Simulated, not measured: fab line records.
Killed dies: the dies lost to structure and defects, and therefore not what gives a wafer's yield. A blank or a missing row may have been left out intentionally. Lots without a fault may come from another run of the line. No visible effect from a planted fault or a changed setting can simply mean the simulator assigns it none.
A struck lot beside a sound one || flow berkeley_cmos170 || 31 out of 331 route steps
Sound: wafers L389.1, L389.4, L389.5. Wafers L400.1, L400.2, L400.4 were the ones struck. The cause comes at the end.
Each step with rows lists, per side, the tool, then ch with its chambers, then its first start. Under that, the readings that differ: sound wafers || struck wafers || difference of the means || sigmas: that difference in standard deviations of wafers without a fault.
alike: readings with means less than 2 such deviations apart, plus words and numbers identical on both sides. not compared: withheld readings, readings lacking a value on some wafer, bounds such as >300 that could conceal the same value, and numbers that have no deviation in the record and whose values overlap.
A row with sigmas, a row that says differs or no value, or rows on one side alone: a step with any of these is where the two part. Numbers that don't overlap but have no deviation are shown without sigmas and don't part them. A reading that every wafer of one side lacks parts them only if that side has two wafers or more.

UCB170_SDANNEAL_RTA_01: time 5 s.
  sound on rtp_anneal-02 ch 0, day 6 17:14; struck on rtp_anneal-02 ch 0, day 9 04:17
  alike: lamp_power_pct, wafer_temp_C_max
UCB170_SDANNEAL_RS_MEAS_02: a four-point-probe measurement.
  sound: film_metro-02 at day 6 17:17; struck: film_metro-03 at day 9 04:23
  alike: PSD_RS
UCB170_SDANNEAL_RS_MEAS_03: a four-point-probe measurement.
  sound: film_metro-02 at day 6 17:25; struck: film_metro-03 at day 9 04:30
  alike: NSD_RS
UCB170_SDANNEAL_RS_MEAS_04: a four-point-probe measurement.
  sound: film_metro-02 at day 6 17:32; struck: film_metro-03 at day 9 04:37
{"reading": "PLDD_RS (ohm/sq)", "sound": "1029.4 1027.0 1027.8", "struck": "1035.4 1032.7 1034.2", "difference": "+6.0", "sigmas": "+2"}
UCB170_SDANNEAL_RS_MEAS_05: a four-point-probe measurement.
  sound: film_metro-02 at day 6 17:39; struck: film_metro-03 at day 9 04:44
  alike: NLDD_RS
then, 1 step without rows for these wafers: UCB170_SILICIDE_PRE_CLEAN_00 (preclean etch time 60 s).
UCB170_SILICIDE_SPUTTER_01: material Ti, target thk 30 nm, time 25 s.
  sound: pvd_sputter-03 at day 6 17:50; struck: pvd_sputter-04 at day 9 04:55
  alike: cathode_dc_power_W, throttle_valve_pct
UCB170_SILICIDE_RS_MEAS_02: a four-point-probe measurement.
  sound: film_metro-04 at day 6 17:52; struck: film_metro-03 at day 9 04:57
  alike: SILICIDE_TI_RS
UCB170_SILICIDE_THK_MEAS_03: measures by xrf.
  sound: film_metro-04 at day 6 17:59; struck: film_metro-03 at day 9 05:04
  alike: SILICIDE_TI_THK
UCB170_SILICIDE_RTA_04: time 15 s.
  sound on rtp_anneal-01 ch 0, day 6 18:02; struck on rtp_anneal-01 ch 0, day 9 05:08
  alike: lamp_power_pct, wafer_temp_C_max
then, 2 steps without rows for these wafers: UCB170_SILICIDE_WET_ETCH_05 (etches Ti in SPM, time 45 s); UCB170_CONTACT_CLEAN_00 (cleans in SPM, time 600 s).
UCB170_CONTACT_CVD_01: deposits PSG from SiH4/O2/PH3, target thk 700 nm, time 2820 s.
  sound on lpcvd-02 ch 1, day 6 18:19; struck on lpcvd-02 ch 0, day 9 07:05
{"reading": "model.PSG_of_CONTACT_CVD_01.thk_nm (nm)", "sound": "707.3 708.1 703.7", "struck": "955.4 953.1 948.4", "difference": "+245.9", "sigmas": ""}
UCB170_CONTACT_THK_MEAS_02:
  sound: film_metro-03 at day 6 20:06; struck: film_metro-02 at day 9 08:52
{"reading": "CONTACT_PSG_THK (nm)", "sound": "708 708 704", "struck": "955 953 948", "difference": "+245", "sigmas": "+31"}
then, 3 steps without rows for these wafers: UCB170_CONTACT_HMDS_03 (prime time 60 s); UCB170_CONTACT_COAT_04 (resist thk 900 nm); UCB170_CONTACT_SOFTBAKE_05 (time 60 s).
UCB170_CONTACT_STRIP_06: strips in O2.
  sound on plasma_asher-01 ch 0,1, day 6 20:40; struck on plasma_asher-01 ch 0,1, day 9 09:23
  alike: drypump_motor_current_A, oes_product_au, strip_time_to_endpoint_s
  not compared: rf_hours_counter_h
then, 1 step without rows for these wafers: UCB170_CONTACT_CLEAN_07 (cleans in SPM, time 600 s).
UCB170_CONTACT_RTA_08: time 10 s.
  sound on rtp_anneal-02 ch 0, day 6 20:57; struck on rtp_anneal-01 ch 0, day 9 09:44
{"reading": "lamp_power_pct (%)", "sound": "24.0 24.0 24.0", "struck": "22.4 22.4 22.5", "difference": -1.6, "sigmas": -2}
  alike: wafer_temp_C_max
then, 6 steps without rows for these wafers: UCB170_CONTACT_COAT_09; UCB170_CONTACT_COAT_10 (resist thk 900 nm); UCB170_CONTACT_SOFTBAKE_11 (time 60 s); UCB170_CONTACT_EXPOSE_12 (exposes mask CONT, target cd 700 nm); UCB170_CONTACT_PEB_13; UCB170_CONTACT_DEVELOP_14 (develop time 45 s).
UCB170_CONTACT_CD_MEAS_15: target cd 700 nm.
  sound: cd_sem-01 at day 6 22:14; struck: cd_sem-01 at day 9 10:59
  alike: cd_nm
UCB170_CONTACT_OVL_MEAS_16:
  sound: overlay-02 at day 6 22:21; struck: overlay-01 at day 9 11:07
  alike: CONTACT_OVL
then, 1 step without rows for these wafers: UCB170_CONTACT_ETCH_17 (etches BARC in N2/H2).
UCB170_CONTACT_ETCH_18: etches PSG in CHF3/CF4/Ar, stops on TiSi2, target depth 840 nm, time 195 s.
  sound on rie_diel-03 ch 0,2; struck on rie_diel-03 ch 0,2,3
{"reading": "oes_product_au (a.u.)", "sound": "0.895 0.895 0.889", "struck": "1.000 0.997 0.980", "difference": "+0.099", "sigmas": "+7"}
{"reading": "model.etch.depth_nm (nm)", "sound": "707.3 708.1 703.7", "struck": "838.1 841.9 831.1", "difference": "+130.7", "sigmas": ""}
{"reading": "model.CONTACT.feature_depth_nm (nm)", "sound": "707.3 708.1 703.7", "struck": "838.1 841.9 831.1", "difference": "+130.7", "sigmas": ""}
  alike: CHF3_flow_sccm, drypump_motor_current_A, throttle_valve_pct
  not compared: rf_hours_counter_h
then, 1 step without rows for these wafers: UCB170_CONTACT_STRIP_19 (strips in O2).

== WHERE THEY PART ==
Last at UCB170_CONTACT_ETCH_18 as far as this record goes, first at UCB170_SDANNEAL_RS_MEAS_04.

WHY: whatever the simulator had introduced
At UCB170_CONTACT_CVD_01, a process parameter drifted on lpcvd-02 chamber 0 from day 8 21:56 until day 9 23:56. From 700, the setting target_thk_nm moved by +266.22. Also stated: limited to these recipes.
